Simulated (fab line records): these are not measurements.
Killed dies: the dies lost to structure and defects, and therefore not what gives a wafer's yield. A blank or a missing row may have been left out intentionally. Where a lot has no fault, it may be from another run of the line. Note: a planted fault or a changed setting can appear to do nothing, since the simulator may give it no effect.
Split-lot trial | flow berkeley-cmos170 | route with 331 steps; 5 lots, 23 wafers read

== ABOUT THE SPLIT ==
At UCB170_NSD_EXPOSE_03 (exposes mask NSELECT MOD, target cd 1200 nm), the setting dose-mj was moved away from the recipe's 30 on 8 of the 23 wafers read, by -7.3% to +5.5%. For the rest of the wafers, this setting stayed at what the recipe calls for.

== BETWEEN THE SPLIT AND THE READING: the file shows 1 step in between ==
- UCB170_NSD_DEVELOP_05: develop time 45 s (also split here: dev-temp-c)

== THE READING ==
cd-nm (nm) at UCB170_NSD_CD_MEAS_06, where the cd target is 1200 nm. Typical for fault-free wafers on this fab line: 1200.4 nm, with standard deviation 1.4 nm.

wafer  | tool, chamber at the split | dose-mj as run | against the recipe | cd-nm, nm | against lot-mates on the recipe
L075.1 | krf-scanner-02, 0          | 30             | recipe             | 1200.6    | -
L075.5 | krf-scanner-02, 0          | 30             | recipe             | 1201.1    | -
L075.6 | krf-scanner-02, 0          | 30             | recipe             | 1200.5    | -
L078.1 | krf-scanner-02, 0          | 30             | recipe             | 1199.4    | -
L078.3 | krf-scanner-02, 0          | 30             | recipe             | 1200.3    | -
L078.4 | krf-scanner-02, 0          | 30             | recipe             | 1199.9    | -
L078.5 | krf-scanner-02, 0          | 30             | recipe             | 1200.0    | -
L078.6 | krf-scanner-02, 0          | 30             | recipe             | 1200.6    | -
L080.2 | krf-scanner-02, 0          | 30             | recipe             | 1202.5    | -
L080.3 | krf-scanner-02, 0          | 27.8           | -7.3%              | 1188.0    | -13.3
L080.4 | krf-scanner-02, 0          | 30             | recipe             | 1200.2    | -
L080.5 | krf-scanner-02, 0          | 27.8           | -7.3%              | 1186.8    | -14.5
L080.6 | krf-scanner-02, 0          | 27.8           | -7.3%              | 1186.7    | -14.6
L082.1 | krf-scanner-02, 0          | 30.9           | +3.0%              | 1206.8    | +4.0
L082.2 | krf-scanner-02, 0          | 30             | recipe             | 1204.0    | -
L082.3 | krf-scanner-02, 0          | 30.9           | +3.0%              | 1207.8    | +5.0
L082.5 | krf-scanner-02, 0          | 30             | recipe             | 1201.7    | -
L082.6 | krf-scanner-02, 0          | 30.9           | +3.0%              | 1207.6    | +4.8
L083.1 | krf-scanner-01, 0          | 30             | recipe             | 1198.2    | -
L083.2 | krf-scanner-01, 0          | 31.66          | +5.5%              | 1207.4    | +9.1
L083.4 | krf-scanner-01, 0          | 31.66          | +5.5%              | 1208.5    | +10.2
L083.5 | krf-scanner-01, 0          | 30             | recipe             | 1197.6    | -
L083.6 | krf-scanner-01, 0          | 30             | recipe             | 1199.1    | -

FIT RESULTS
A straight line over all 23 wafers: cd-nm changes by +1.75 nm for each +1% of dose-mj; r = +0.97; the points scatter about the line by 1.6 nm.
The same after taking each lot's own level away (the mean of its wafers on the recipe; 23 wafers): +1.84 nm for each +1%; r = +0.99; scatter 0.78 nm.
That fit puts the effect of the largest move of dose-mj on the reading at 13 nm.
From 1198.30 to 1202.85 nm: that is the span of the lots' own levels, equal to 3.2 times the standard deviation above.
Hence the lot-to-lot level has little effect on the slope; both slopes agree.
Check: with one of the wafers moved furthest among these (-7.3%) left out of the fit, the line predicts -13.9 nm for it against its lot-mates. Against them it came out at -13.3 nm.

== OTHER SPLITS ON THESE WAFERS ==
These wafers also went through other splits before the reading. Each is held against what the fit with the lots' levels taken away leaves over:
other split on the same wafers   | wafers away from the commonest value | r with cd-nm (lot level and that fit taken away)
UCB170_PSD_EXPOSE_03 dose-mj     | 8                                    | +0.04
UCB170_NSD_DEVELOP_05 dev-temp-c | 10                                   | -0.13

== THE FILE'S OWN FIT ==
cd-nm changes by +1.84 nm for each +1% of dose-mj, r = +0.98.
